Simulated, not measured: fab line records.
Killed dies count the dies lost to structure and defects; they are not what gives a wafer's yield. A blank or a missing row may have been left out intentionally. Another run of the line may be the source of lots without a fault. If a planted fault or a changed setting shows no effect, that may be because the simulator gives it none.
Code-filled problem report in 8D (eight disciplines) form + flow rit cmos + the parts of the form that need people (team, actions taken, sign-off) are left out

1. THE PROBLEM
Wafers without a fault read 34.57 W, standard deviation 0.053; heater power total W at RIT_NSD_SOFTBAKE_02 reads a mean of 33.28 W on 6 wafers belonging to 2 lots. That puts it -24 standard deviations away from the usual mean.
The step: time 60 s.
Seen first at day 4 04:35 on litho track-03, wafer L333.2. At this step, 42 wafers from 14 lots have a number in the record. Rule for "out", or "out of limits": more than 4 standard deviations from the usual mean. The other wafers with a number count as sound.

2. WHAT IT IS; WHAT IT IS NOT
| question                    | is                                 | is not                                                                                                         |
|-----------------------------|------------------------------------|----------------------------------------------------------------------------------------------------------------|
| which readings at this step | heater power total W, plate temp C | -                                                                                                              |
| which lots                  | L333, L334                         | L327, L328, L329, L331, L338, L339, L341, L345, L346, L347, L348, L350                                         |
| which wafers of those lots  | all that have a number             | -                                                                                                              |
| read on which tools         | litho track-03                     | litho track-02, litho track-04                                                                                 |
| when                        | from day 4 04:35                   | up to then (12 sound wafers); but 24 sound wafers of L338, L339, L341, L345, L346, L347, L348, L350 came after |

3. WHAT RULES OUT EACH SUSPECT
Counting: any tool at a process step up to the reading is kept as a suspect provided that every lot that is out went through it and no sound lot did after the first of them.
- litho track-03 at RIT_NSD_SOFTBAKE_02 (time 60 s): ruled out as a lasting fault. After its first lot that is out, L333 (day 4 04:35), sound lots L345, L347, L350 ran on it.
Left after counting: nothing in the record.

4. THE CAUSE (what the simulator had put in)
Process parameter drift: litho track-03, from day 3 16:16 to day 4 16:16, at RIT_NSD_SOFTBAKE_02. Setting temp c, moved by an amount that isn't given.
Counting ruled it out, wrongly.

5. THE CHAIN OF EFFECTS, in route order
Each row: a reading whose mean over the struck wafers that have a number lies more than 3 standard deviations from the usual. Readings are gone through only where the record gives a usual standard deviation; hours: the median, over the lots, of the time from a lot's start at the first step in this table giving one to that lot's start at this step; sigmas: the change measured in usual standard deviations.
| hours | step                | reading              | usual   | on struck wafers | change | sigmas |
|-------|---------------------|----------------------|---------|------------------|--------|--------|
| 0     | RIT_NSD_SOFTBAKE_02 | heater power total W | 34.57 W | 33.28            | -1.29  | -24    |
| 0     | RIT_NSD_SOFTBAKE_02 | plate temp C         | 90.01 C | 87.72            | -2.29  | -18    |
It contains these process steps:
- RIT_NSD_SOFTBAKE_02: time 60 s.

6. HOW IT WOULD HAVE BEEN CAUGHT EARLIER
12 hours passed between the start of the fault at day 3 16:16 and the first reading out of limits in this record, taken at day 4 04:35.
